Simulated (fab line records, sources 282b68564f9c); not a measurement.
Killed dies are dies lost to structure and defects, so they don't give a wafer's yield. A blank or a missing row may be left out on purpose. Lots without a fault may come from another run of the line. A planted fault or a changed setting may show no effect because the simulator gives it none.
fab line records | flow rit_cmos
record lots=5 wafers=15 last_day=7
route steps=202 shown ACTIVE@1 M1@202
lots that met no fault: from a run of the same line without faults
start_h: hours from the record's first day to the start of the lot's first wafer shown | wait_h: hours since the lot's step before | " the same as in the row above | L1.1+2: a row that stands for several wafers | - no value, or no start given | * or withheld: withheld | < > ~ a bound
route shown NAME@n: a module of which the file shows steps, and the number in the route of the first | usual: mean/standard deviation of fault-free wafers | same: alike in all rows | chamber/n: place in a boat | sites: the reading at each site | _std_site: their standard deviation | _edge_site: outer sites' mean less inner sites' | radius_mm: how far each site lies from the wafer's centre | mask NAME#n: copy n | behind: the tool/chamber that last shaped the wafer | hold: why the lot was held/for how many hours/how that ended | device: the transistor (n, p or np) that didn't switch | end of line: the same wafers' tests at the end of the route | a step without rows: its recipe alone | killed: dies lost to structure and defects at the first sort, not the wafer's yield | map: a wafer's dies, x killed, . not, _ none there
set.NAME: the setting as run; set.NAME@STEP: as run at that earlier step | model.NAME: the simulator's own value behind a step, which no gauge read
lots at some steps of the route; a table a step, a row a wafer
services: from which hour (start_h, from the record's first day; less than 0 if before it) a tool's chamber was out of use, for how many hours, and why
## steps
# step RIT_ACTIVE_BOW_MEAS_00
# recipe mode=bow
# usual INCOMING_BOW=-1/6.1
# columns lot.wafer tool chamber start_h wait_h INCOMING_BOW[um]
L546.2 film_metro-03 - 40.02 - -6
L546.3 " - " " -7
L546.5 " - " " 17
L548.4 film_metro-03 - 50.06 - -2
L548.5 " - " " 5
L548.6 " - " " 7
L552.1 film_metro-02 - 70.00 - -11
L552.3 " - " " -1
L552.6 " - " " 5
L561.1 film_metro-01 - 115.00 - -3
L561.3 " - " " 0
L561.5 " - " " -2
L563.2 film_metro-02 - 125.02 - -1
L563.4 " - " " 4
L563.5 " - " " 1
# step RIT_ACTIVE_OXIDATION_01
# recipe temp_c=1000 ambient=O2 target_thk_a=468 ox_time_s=3360
# step RIT_ACTIVE_THK_MEAS_02
# recipe reads=SiO2_of_ACTIVE_OXIDATION_01
# usual ACTIVE_OXIDE_THK=46.9/0.9
# columns lot.wafer tool chamber start_h wait_h ACTIVE_OXIDE_THK[nm]
L546.2 film_metro-01 - 42.82 0.0 47.0
L546.3 " - " " 46.3
L546.5 " - " " 46.3
L548.4 film_metro-03 - 52.34 0.0 46.7
L548.5 " - " " 46.9
L548.6 " - " " 46.2
L552.1 film_metro-01 - 73.66 0.0 46.1
L552.3 " - " " 46.1
L552.6 " - " " 46.4
L561.1 film_metro-01 - 117.09 0.0 47.4
L561.3 " - " " 46.5
L561.5 " - " " 47.0
L563.2 film_metro-03 - 127.83 0.0 47.2
L563.4 " - " " 47.6
L563.5 " - " " 46.7
# step RIT_ACTIVE_CVD_03
# recipe material=Si3N4 target_thk_nm=150 temp_c=810 precursor=SiH2Cl2/NH3 time_s=1500 pressure_mtorr=300 sih2cl2_flow_sccm=60 nh3_flow_sccm=150
# step RIT_ACTIVE_THK_MEAS_04
# recipe reads=Si3N4_of_ACTIVE_CVD_03
# usual ACTIVE_NITRIDE_THK=150.1/1.4
# columns lot.wafer tool chamber start_h wait_h ACTIVE_NITRIDE_THK[nm]
L546.2 film_metro-03 - 44.58 0.0 149.3
L546.3 " - " " 147.9
L546.5 " - " " 147.2
L548.4 film_metro-03 - 54.52 0.0 148.0
L548.5 " - " " 149.3
L548.6 " - " " 149.5
L552.1 film_metro-03 - 75.84 0.0 151.9
L552.3 " - " " 150.0
L552.6 " - " " 150.2
L561.1 film_metro-01 - 119.28 0.0 151.2
L561.3 " - " " 149.9
L561.5 " - " " 149.6
L563.2 film_metro-02 - 130.00 0.0 145.6
L563.4 " - " " 146.7
L563.5 " - " " 146.6
# step RIT_ACTIVE_HMDS_05
# recipe prime_time_s=60 prime_temp_c=140
# step RIT_ACTIVE_COAT_06
# recipe resist=NOVOLAK spin_rpm=3250 resist_thk_nm=1000
# step RIT_ACTIVE_SOFTBAKE_07
# recipe resist=NOVOLAK temp_c=90 time_s=60
# step RIT_ACTIVE_EXPOSE_08
# recipe mask_id=M1 na=0.6 source_shape=conventional sigma_outer=0.6 target_cd_nm=1400 dose_mj=225
# columns lot.wafer tool chamber start_h wait_h mask
L546.2+3+5 iline_stepper-02 0 45.14 0.1 M1#0
L548.4+5+6 iline_stepper-01 0 55.18 0.2 M1#0
L552.1+3+6 iline_stepper-02 0 76.65 0.2 M1_R1#0
L561.1+3+5 iline_stepper-02 0 119.79 0.1 M1#0
L563.2+4+5 iline_stepper-02 0 130.53 0.1 M1#0
# step RIT_ACTIVE_PEB_09
# recipe resist=NOVOLAK temp_c=withheld time_s=withheld
# step RIT_ACTIVE_DEVELOP_10
# recipe resist=NOVOLAK develop_time_s=50 dev_temp_c=23
# step RIT_ACTIVE_CD_MEAS_11
# recipe target_cd_nm=1400
# usual cd_nm=1400.1/1.5
# columns lot.wafer tool chamber start_h wait_h cd_nm
L546.2 cd_sem-02 - 45.54 - 1401.6
L546.3 " - " " 1398.6
L546.5 " - " " 1400.1
L548.4 cd_sem-02 - 55.59 - 1399.0
L548.5 " - " " 1401.7
L548.6 " - " " 1401.0
L552.1 cd_sem-02 - 77.05 - 1550.1
L552.3 " - " " 1549.9
L552.6 " - " " 1550.4
L561.1 cd_sem-01 - 120.19 - 1399.4
L561.3 " - " " 1401.0
L561.5 " - " " 1399.3
L563.2 cd_sem-02 - 130.93 - 1401.5
L563.4 " - " " 1401.7
L563.5 " - " " 1402.2
# step RIT_ACTIVE_HARDBAKE_12
# recipe resist=NOVOLAK temp_c=140 time_s=60
# step RIT_ACTIVE_ETCH_13
# recipe stop_on=SiO2 chemistry=SF6 target=Si3N4 time_s=210 over_etch_frac=0.4 SF6_flow_sccm=200 pressure_mtorr=260 rf_w=125 target_depth_a=2100
# usual drypump_motor_current_A=5.7/0.35 oes_product_au=0.825/0.012 throttle_valve_pct=7.46/0.12
# columns lot.wafer tool chamber start_h wait_h drypump_motor_current_A oes_product_au rf_hours_counter_h throttle_valve_pct model.ACTIVE.cd_nm
L546.2 rie_diel-01 1 45.79 0.1 5.5 0.831 146 7.68 1402
L546.3 " 0 " " 5.8 0.823 5 7.43 1398
L546.5 " 1 " " 5.5 0.817 - 7.66 1400
L548.4 rie_diel-03 2 55.80 0.1 5.6 0.822 0 7.24 1399
L548.5 " 3 " " 6.5 0.812 - 7.35 1402
L548.6 " 0 " " 5.7 0.815 - 7.37 1401
L552.1 rie_diel-03 2 77.32 0.1 5.6 0.837 1 7.25 1550
L552.3 " 3 " " 6.6 0.812 7 7.35 1550
L552.6 " 1 " " 5.9 0.832 - 7.49 1550
L561.1 rie_diel-01 2 120.46 0.1 5.6 0.847 147 7.48 1400
L561.3 " 3 " " 5.3 0.811 15 7.43 1401
L561.5 " 0 " " 5.8 0.826 - 7.45 1399
L563.2 rie_diel-01 2 131.18 0.1 5.5 0.819 147 7.48 1401
L563.4 " 1 " " 5.6 0.820 148 7.66 1402
L563.5 " 0 " " 5.8 0.810 - 7.45 1402
# step RIT_ACTIVE_STRIP_14
# recipe chemistry=O2 time_s=180 resist=NOVOLAK platen_temp_c=withheld power_w=500 pressure_mtorr=4000 o2_flow_sccm=4000
# usual drypump_motor_current_A=5.6/0.47 o2_flow_sccm=4000/13
# columns lot.wafer tool chamber start_h wait_h drypump_motor_current_A o2_flow_sccm rf_hours_counter_h
L546.2 plasma_asher-03 1 45.92 0.1 5.3 4013 39
L546.3 " 1 " " 5.3 4005 -
L546.5 " 0 " " 4.8 4010 -
L548.4 plasma_asher-04 1 55.99 0.1 5.7 4023 -
L548.5 " 1 " " 5.7 4021 -
L548.6 " 0 " " 6.3 4014 -
L552.1 plasma_asher-03 1 77.45 0.1 5.4 3997 43
L552.3 " 0 " " 4.9 4002 -
L552.6 " 0 " " 4.8 3990 -
L561.1 plasma_asher-04 1 120.59 0.1 5.7 4002 49
L561.3 " 1 " " 5.7 3991 -
L561.5 " 1 " " 5.7 3988 -
L563.2 plasma_asher-03 1 131.31 0.1 5.4 4017 49
L563.4 " 0 " " 4.9 3996 -
L563.5 " 1 " " 5.4 4033 -
# step RIT_M1_PROBE_99
# usual killed_at_contacts=0.1/0.31 killed_at_front_end=6.3/2.7 killed_dies=6.4/2.7 killed_on_rim=1.7/1.4 killed_open=3.3/2 killed_short=3/1.8
# same gross_dies=264 killed_at_M0_to_M3=0 killed_at_M4_up=0 killed_at_back_side=0 killed_at_other=0
# columns lot.wafer tool chamber start_h wait_h killed_at_contacts killed_at_front_end killed_dies killed_on_rim killed_open killed_short model.etest.pplus_sal.width_nm model.etest.nplus_sal.width_nm model.etest.nldd.width_nm model.etest.pldd.width_nm model.etest.nmos_narrow.drive_ua_um model.etest.pmos_narrow.drive_ua_um model.etest.field_p_metal.vt_v model.etest.field_p.vt_v
L546.2 prober-01 - 92.53 0.1 0 5 5 1 2 3 3442 3459 3168 3204 220.4 104 -29.36 -12.58
L546.3 prober-01 - 92.58 0.2 0 2 2 1 2 0 3451 3463 3188 3202 223.5 106.6 -29.09 -12.56
L546.5 prober-01 - 92.68 0.2 0 4 4 1 2 2 3429 3438 3176 3194 223.3 105.8 -29.83 -12.57
L548.4 prober-01 - 104.02 0.2 0 2 2 0 2 0 3455 3457 3161 3165 234.7 105.8 -29.16 -12.85
L548.5 prober-01 - 104.07 0.2 0 7 7 2 4 3 3450 3436 3165 3165 237.8 105 -29.06 -12.85
L548.6 prober-01 - 104.12 0.2 0 6 6 1 2 4 3454 3471 3179 3186 239.7 107.7 -29.57 -12.87
L552.1 prober-02 - 122.26 0.1 0 14 14 6 6 3 3625 3626 3296 3310 266.1 117.4 -30.18 -12.75
L552.3 prober-02 - 122.36 0.2 0 14 14 8 3 6 3605 3618 3326 3303 269.2 119.3 -29.59 -12.62
L552.6 prober-02 - 122.51 0.2 0 16 16 10 7 4 3613 3591 3304 3312 265 116.5 -30.72 -12.69
L561.1 prober-01 - 167.17 0.1 1 0 1 0 0 1 3476 3449 3187 3191 229.1 99.6 -29.01 -12.77
L561.3 prober-01 - 167.27 0.2 0 9 9 4 8 1 3461 3455 3187 3183 239 103.5 -28.91 -12.76
L561.5 prober-01 - 167.37 0.2 0 12 12 5 1 9 3435 3454 3176 3165 233.4 101.4 -28.98 -12.76
L563.2 prober-01 - 179.81 0.1 0 5 5 0 3 2 3438 3434 3176 3157 213 95.62 -29.85 -12.9
L563.4 prober-01 - 179.91 0.2 0 5 5 0 2 3 3405 3420 3173 3155 213.8 96.01 -30.64 -12.86
L563.5 prober-01 - 179.96 0.2 0 7 7 2 6 1 3414 3452 3166 3168 215 96.62 -30.13 -12.94
# killed by level:class
L546.2 FOX1:geometric_particle:open=1 FOX2:geometric_particle:short=1 GATE:geometric_particle:open=1 GATE:geometric_particle:short=1 REOX:geometric_particle:short=1
L546.3 FOX1:geometric_particle:open=1 REOX:geometric_particle:open=1
L546.5 GATE:geometric_particle:open=2 REOX:geometric_particle:short=2
L548.4 GATE:geometric_particle:open=2
L548.5 GATE:geometric_particle:short=2 FOX1:geometric_particle:open=1 FOX2:geometric_particle:open=1 GATE:geometric_particle:open=1 SPACER:geometric_particle:open=1 SPACER:geometric_particle:short=1
L548.6 GATE:geometric_particle:open=2 FOX1:geometric_particle:short=1 FOX2:geometric_particle:short=1 GATE:geometric_particle:short=1 REOX:geometric_particle:short=1
L552.1 GATE:geometric_particle:open=5 ACTIVE:area_expose=5 GATE:geometric_particle:short=2 FOX1:geometric_particle:open=1 SPACER:geometric_particle:short=1
L552.3 GATE:geometric_particle:short=5 ACTIVE:area_expose=5 GATE:geometric_particle:open=2 FOX1:geometric_particle:short=1 SILICIDE:geometric_particle:open=1
L552.6 GATE:geometric_particle:open=5 ACTIVE:area_expose=5 GATE:geometric_particle:short=4 REOX:geometric_particle:open=2
L561.1 CONTACT:geometric_particle:short=1
L561.3 SILICIDE:geometric_particle:open=3 GATE:geometric_particle:open=2 FOX1:geometric_particle:open=1 SPACER:geometric_particle:open=1 FOX2:geometric_particle:open=1 SILICIDE:geometric_particle:short=1
L561.5 GATE:geometric_particle:short=4 SILICIDE:geometric_particle:short=2 PWELL:coat_microbubble_printed=2 FOX1:geometric_particle:short=1 FOX2:geometric_particle:short=1 REOX:geometric_particle:open=1 SPACER:geometric_particle:short=1
L563.2 REOX:geometric_particle:open=2 REOX:geometric_particle:short=2 GATE:geometric_particle:open=1
L563.4 GATE:geometric_particle:short=3 SPACER:geometric_particle:open=1 SILICIDE:geometric_particle:open=1
L563.5 GATE:geometric_particle:open=4 SPACER:geometric_particle:open=2 FOX1:geometric_particle:short=1
# map L552.6 (x killed, . not)
________....x.._______
_____.............____
____x.............x___
___.................__
__..................._
__.......x..........._
_.............x......x
_..................x..
_.....................
_.....................
__..................._
__...........x.....xx_
___......x........xx__
____...............___
_____........x...x____
________.....x._______
# map L546.2 (x killed, . not)
________.....x._______
_____.............____
____....x..........___
___.................__
__..................._
__..................._
_.........x...........
_.....................
_.............x.......
_.....................
__..................._
__........x.........._
___.................__
____...............___
_____.............____
________......._______
## services
# columns tool chamber start_h hours kind
rie_diel-03 2 30.35 3.8 repair
rie_diel-01 0 33.20 5.7 repair
rie_diel-01 3 39.64 14.1 repair
plasma_asher-04 - 68.49 0.4 repair
rie_diel-01 - 73.54 2.8 pm
iline_stepper-01 - 81.64 1.3 repair
iline_stepper-02 - 103.32 1.7 pm
rie_diel-03 3 115.72 6.7 repair
## key
first_sign step=RIT_ACTIVE_EXPOSE_08 reading=mask direction=changed
effect step=RIT_ACTIVE_CD_MEAS_11 reading=cd_nm direction=up sigmas=97 usual=1400.1 struck=1550.1
effect step=RIT_M1_PROBE_99 reading=killed_on_rim direction=up sigmas=4.7 usual=1.7 struck=8
model_effect step=RIT_ACTIVE_ETCH_13 value=ACTIVE.cd_nm without=1400 struck=1550
model_effect step=RIT_M1_PROBE_99 value=etest.pplus_sal.width_nm without=3464 struck=3614
more_kills_born_at RIT_ACTIVE_EXPOSE_08@iline_stepper-02=15
met_at RIT_ACTIVE_EXPOSE_08
struck_wafers L552.1,L552.3,L552.6
tester_left_out L552
onset_between 45.14 76.65
fault kind=wrong_mask tool=any chamber=- onset_h=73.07 steps=RIT_ACTIVE_EXPOSE_08 aux_copy=M1_R1#0 cd_offset_nm=150 scope=struck_lots_only
# tester_left_out: of these lots the tester's yield and bins aren't shown, on N5 and GAA mostly nor the transistor test; their killed dies are dies lost to structure and defects alone, not to doping, threshold or leakage, so they don't give the yield
